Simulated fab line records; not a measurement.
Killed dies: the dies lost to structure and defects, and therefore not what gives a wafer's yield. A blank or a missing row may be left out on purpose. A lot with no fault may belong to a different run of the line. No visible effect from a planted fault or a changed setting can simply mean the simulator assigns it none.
What tool caused it?    flow berkeley_cmos170    45 wafers from 15 lots sampled at 5 of the route's 331 steps

WHAT THE GAUGES READ, wafer by wafer
UCB170_PWELL_OVL_MEAS_13.
lot   measured     on          PWELL_OVL (nm)
L980  day 3 05:39  overlay-01  -3 -8 -2
L983  day 3 08:13  overlay-01  3 -2 5
L985  day 4 02:31  overlay-02  -2 10 4
L987  day 4 08:40  overlay-01  1 0 1
L988  day 4 08:30  overlay-02  -12 -8 -13
L989  day 4 21:08  overlay-01  3 -5 16
L991  day 5 07:02  overlay-01  8 -3 4
L992  day 5 06:58  overlay-02  10 16 2
L993  day 5 10:45  overlay-01  3 0 5
L996  day 6 11:04  overlay-02  -9 -3 -4
L100  day 6 23:15  overlay-02  -14 -1 0
L999  day 6 23:32  overlay-02  4 -1 -6
L101  day 7 09:38  overlay-01  1 2 7
L102  day 7 15:59  overlay-01  -10 -9 9
L103  day 7 15:43  overlay-01  -1 -8 -2

UCB170_WELLDRIVE_THK_MEAS_02.
lot   measured     on             WELLDRIVE_OXIDE_THK (nm)
L980  day 3 16:13  film_metro-04  199.7 202.7 202.2
L983  day 3 22:16  film_metro-01  199.5 200.9 198.9
L985  day 4 12:30  film_metro-04  198.3 199.3 194.8
L987  day 4 20:47  film_metro-02  200.1 199.7 197.8
L988  day 4 20:47  film_metro-04  198.2 194.2 198.2
L989  day 5 06:34  film_metro-04  193.9 193.1 197.7
L991  day 5 16:53  film_metro-04  198.7 201.5 201.4
L992  day 5 16:55  film_metro-02  197.3 195.2 195.7
L993  day 5 22:26  film_metro-01  198.3 198.8 200.8
L996  day 7 02:40  film_metro-01  192.0 196.0 191.1
L100  day 7 09:19  film_metro-04  200.3 200.6 198.3
L999  day 7 14:01  film_metro-02  196.9 197.1 196.2
L101  day 7 21:35  film_metro-04  198.7 195.8 195.9
L102  day 8 02:45  film_metro-04  199.1 200.8 198.7
L103  day 8 02:46  film_metro-02  196.8 199.4 198.9

UCB170_ACTIVE_THK_MEAS_06.
lot   measured     on             ACTIVE_NITRIDE_THK (nm)
L980  day 4 09:32  film_metro-03  216.9 220.1 218.6
L983  day 4 11:41  film_metro-01  220.3 220.2 220.6
L985  day 5 02:21  film_metro-03  219.5 219.2 219.8
L987  day 5 10:10  film_metro-02  218.9 219.6 219.9
L988  day 5 10:10  film_metro-01  218.9 218.1 217.9
L989  day 5 19:07  film_metro-01  224.1 221.8 223.5
L991  day 6 09:43  film_metro-01  435.8 441.8 441.7
L992  day 6 09:41  film_metro-03  444.5 443.8 442.8
L993  day 6 14:25  film_metro-02  442.5 439.5 437.9
L996  day 7 18:05  film_metro-03  218.2 217.3 217.7
L100  day 8 03:04  film_metro-03  218.6 218.3 220.4
L999  day 8 08:16  film_metro-03  221.2 222.0 221.4
L101  day 8 18:23  film_metro-03  219.7 218.6 218.4
L102  day 8 21:34  film_metro-03  217.4 214.6 216.9
L103  day 8 21:35  film_metro-02  219.2 220.4 221.3

WHICH TOOL RAN EACH LOT (tool, then ch and the chambers of the sampled wafers, then the start)
lot   UCB170_NWELL_STRIP_15                UCB170_ACTIVE_CVD_05
L980  plasma_asher-04 ch 0,1, day 2 04:35  lpcvd-02 ch 1, day 4 07:35
L983  plasma_asher-01 ch 0,1, day 2 16:55  lpcvd-01 ch 1, day 4 09:46
L985  plasma_asher-02 ch 0,1, day 3 06:31  lpcvd-01 ch 1, day 5 00:26
L987  plasma_asher-04 ch 0,1, day 3 15:23  lpcvd-02 ch 1, day 5 08:14
L988  plasma_asher-02 ch 0,1, day 3 18:52  lpcvd-02 ch 0, day 5 08:14
L989  plasma_asher-01 ch 0,1, day 4 06:31  lpcvd-02 ch 0, day 5 17:11
L991  plasma_asher-01 ch 0,1, day 4 16:52  lpcvd-02 ch 1, day 6 04:43 and lpcvd-01 ch 1, day 6 07:45
L992  plasma_asher-04 ch 0,1, day 4 17:02  lpcvd-02 ch 1, day 6 04:43 and lpcvd-01 ch 1, day 6 07:45
L993  plasma_asher-02 ch 0,1, day 4 21:39  lpcvd-02 ch 1, day 6 10:21
L996  plasma_asher-04 ch 0, day 5 15:10    lpcvd-02 ch 0, day 7 16:07
L100  plasma_asher-01 ch 0,1, day 6 09:19  lpcvd-02 ch 0, day 8 00:11
L999  plasma_asher-04 ch 0,1, day 6 09:58  lpcvd-02 ch 0, day 8 05:23
L101  plasma_asher-02 ch 0,1, day 6 15:17  lpcvd-02 ch 0, day 8 16:28
L102  plasma_asher-02 ch 0,1, day 6 23:12  lpcvd-01 ch 1, day 8 19:39
L103  plasma_asher-01 ch 0,1, day 6 23:21  lpcvd-01 ch 0, day 8 19:39
- UCB170_NWELL_STRIP_15: strips in O2.
- UCB170_ACTIVE_CVD_05: deposits Si3N4 from SiH2Cl2/NH3, target thk 220 nm, time 3300 s.

AS READ BY THE TOOLS THEMSELVES (means over the sampled wafers that have a number; for cases with no such wafer, the mark the record gives instead)
UCB170_NWELL_STRIP_15.
lot   tool             drypump_motor_current_A (A)  oes_product_au (a.u.)  strip_time_to_endpoint_s (s)
L980  plasma_asher-04  6.4                          0.717                  18.04
L983  plasma_asher-01  5.5                          0.719                  18.17
L985  plasma_asher-02  5.4                          0.724                  17.99
L987  plasma_asher-04  6.4                          0.720                  17.98
L988  plasma_asher-02  5.4                          0.719                  18.03
L989  plasma_asher-01  5.5                          0.721                  17.97
L991  plasma_asher-01  5.5                          0.722                  18.08
L992  plasma_asher-04  6.4                          0.725                  18.09
L993  plasma_asher-02  5.4                          0.724                  18.12
L996  plasma_asher-04  6.4                          0.725                  18.03
L100  plasma_asher-01  5.5                          0.716                  17.95
L999  plasma_asher-04  6.3                          0.721                  17.99
L101  plasma_asher-02  5.3                          0.721                  17.96
L102  plasma_asher-02  5.5                          0.721                  17.95
L103  plasma_asher-01  5.2                          0.722                  18.10

UCB170_ACTIVE_CVD_05.
lot   tool               pressure_mtorr (mTorr)  susceptor_temp_C (C)
L980  lpcvd-02           200.1                   800.0
L983  lpcvd-01           200.3                   800.1
L985  lpcvd-01           199.8                   799.8
L987  lpcvd-02           199.9                   800.7
L988  lpcvd-02           200.8                   799.7
L989  lpcvd-02           199.7                   800.2
L991  lpcvd-02/lpcvd-01  199.8                   799.9
L992  lpcvd-02/lpcvd-01  200.2                   800.1
L993  lpcvd-02           199.9                   800.1
L996  lpcvd-02           200.4                   799.8
L100  lpcvd-02           199.8                   800.0
L999  lpcvd-02           200.1                   800.0
L101  lpcvd-02           200.0                   800.0
L102  lpcvd-01           199.9                   800.1
L103  lpcvd-01           200.2                   799.5

THE ANSWER, worked out from the rows above alone
Rule: usual is defined by the lots themselves. The widest of any qualifying gaps counts: lots, ordered by their means at a reading, are off when they make up no more than a third of the lots, leave a main group of 4 or more, and stand apart from it by 3 or more times the standard deviation of that group's means. A main group whose means are all the same, to the digits that the tables above print for the reading, isn't used. A lot without any number at a reading at which 4 lots or more have one is off too. Where the step has rows for the other lots, those lots are counted as sound. First the gauges in route order, then the tools' own readings, where a lot's mean is used as printed above. The first step at which some lot is off is used, and at that step the reading that is off furthest; a lot without a number counts as furthest.
Off: L991, L992, L993, seen at UCB170_ACTIVE_THK_MEAS_06 (ACTIVE_NITRIDE_THK). Main group: mean 219.4 nm, sd 1.7.
A tool fits if, at a process step before that reading, it ran every lot that is off, and no sound lot after the first of them. Those tools and the gauges at UCB170_ACTIVE_THK_MEAS_06 are tried in the same way. None of those tried fits.

WHAT THE SIMULATOR PUT IN
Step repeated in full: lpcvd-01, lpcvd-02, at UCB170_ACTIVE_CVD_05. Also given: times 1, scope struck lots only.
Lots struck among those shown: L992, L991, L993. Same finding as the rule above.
